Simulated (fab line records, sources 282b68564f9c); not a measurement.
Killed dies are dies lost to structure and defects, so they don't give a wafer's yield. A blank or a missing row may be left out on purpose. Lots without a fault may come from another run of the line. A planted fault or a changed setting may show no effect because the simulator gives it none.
Tool commonality check | flow rit_cmos | 14 lots, 42 wafers sampled

WHY IT WAS OPENED
At RIT_WELLDRIVE_RS_MEAS_01 the reading NWELL_RS is flagged on 2 of 14 lots. Wafers without a fault read 275.2 ohm/sq, standard deviation 0.75.
Rule: a lot is flagged when every wafer of it that has a number lies more than 4 standard deviations from that mean, or none has a number. The other lots count as sound.

lot  | measured    | on            | NWELL_RS (ohm/sq), wafer by wafer | flag
L146 | day 2 04:34 | film_metro-02 | 275.2 275.5 275.2                 |
L147 | day 2 09:51 | film_metro-02 | 274.8 275.5 275.0                 |
L148 | day 2 14:56 | film_metro-03 | 274.6 274.5 274.6                 |
L149 | day 2 19:40 | film_metro-02 | 273.9 274.2 273.9                 |
L150 | day 2 23:35 | film_metro-03 | 274.8 274.9 275.3                 |
L151 | day 3 06:20 | film_metro-02 | 275.1 274.6 274.6                 |
L153 | day 3 15:35 | film_metro-02 | 275.2 276.0 275.5                 |
L154 | day 3 20:29 | film_metro-01 | 274.8 274.8 274.1                 |
L155 | day 4 01:29 | film_metro-01 | 275.8 275.6 276.1                 |
L161 | day 5 09:08 | film_metro-02 | 320.3 319.8 320.8                 | FLAGGED
L163 | day 5 17:34 | film_metro-02 | 320.7 321.4 320.9                 | FLAGGED
L166 | day 6 10:16 | film_metro-02 | 274.4 273.8 274.8                 |
L168 | day 6 17:35 | film_metro-01 | 273.8 275.2 274.7                 |
L169 | day 6 22:56 | film_metro-02 | 275.5 275.6 275.3                 |
The numbers of the flagged lots are 320.6 ohm/sq on average: +45.4 ohm/sq against the usual, or +61 standard deviations.

WHICH TOOL RAN EACH LOT
The record holds 1 process step before the reading, out of a route of 202 steps. In each cell: the tool, then ch and the chambers that the sampled wafers went through, then the start.
lot  | flag    | RIT_WELLDRIVE_ANNEAL_00
L146 |         | furnace-02 ch 0, day 1 23:26
L147 |         | furnace-04 ch 0, day 2 04:45
L148 |         | furnace-04 ch 0, day 2 09:50
L149 |         | furnace-02 ch 0, day 2 14:35
L150 |         | furnace-04 ch 0, day 2 18:29
L151 |         | furnace-03 ch 0, day 3 01:16
L153 |         | furnace-04 ch 0, day 3 10:28
L154 |         | furnace-02 ch 0, day 3 15:22
L155 |         | furnace-04 ch 0, day 3 20:22
L161 | FLAGGED | furnace-04 ch 0, day 5 04:02
L163 | FLAGGED | furnace-04 ch 0, day 5 12:29
L166 |         | furnace-02 ch 0, day 6 05:07
L168 |         | furnace-03 ch 0, day 6 12:30
L169 |         | furnace-03 ch 0, day 6 17:50
What these steps do:
- RIT_WELLDRIVE_ANNEAL_00: time 14700 s.
- RIT_WELLDRIVE_RS_MEAS_01: measures by four-point-probe.

FLAGGED OVER TOTAL, TOOL BY TOOL (the gauges that took the reading come last)
step                     | tool          | lots run | flagged | share of the flagged lots | sound lots run after its first flagged lot
RIT_WELLDRIVE_ANNEAL_00  | furnace-02    | 4        | 0       | none                      | -
RIT_WELLDRIVE_ANNEAL_00  | furnace-03    | 3        | 0       | none                      | -
RIT_WELLDRIVE_ANNEAL_00  | furnace-04    | 7        | 2       | all                       | 0
RIT_WELLDRIVE_RS_MEAS_01 | film_metro-01 | 3        | 0       | none                      | -
RIT_WELLDRIVE_RS_MEAS_01 | film_metro-02 | 9        | 2       | all                       | 2 (L166,L169)
RIT_WELLDRIVE_RS_MEAS_01 | film_metro-03 | 2        | 0       | none                      | -

WHAT THE TABLE ALLOWS
2 rows of the table ran every flagged lot: furnace-04 at RIT_WELLDRIVE_ANNEAL_00, film_metro-02 at RIT_WELLDRIVE_RS_MEAS_01.
- furnace-04 at RIT_WELLDRIVE_ANNEAL_00: 2 of its 7 lots flagged. Its last sound lot is L155 (day 3 20:22), its first flagged lot L161 (day 5 04:02): a fault that began between those two fits. Its own readings lie more than 4 standard deviations out on every wafer of the flagged lots: run_length_s.
- film_metro-02 at RIT_WELLDRIVE_RS_MEAS_01: 2 of its 9 lots flagged. Sound lots ran on it after the first flagged one (L166, L169), which a lasting fault on the whole tool wouldn't allow.
One tool is left: furnace-04 at RIT_WELLDRIVE_ANNEAL_00.

WHAT THE SIMULATOR HAD PUT IN
Process parameter drift: furnace-04, from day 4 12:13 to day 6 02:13, at RIT_WELLDRIVE_ANNEAL_00. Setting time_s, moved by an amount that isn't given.
Lots struck among those shown: L161, L163. The rule above found the same.
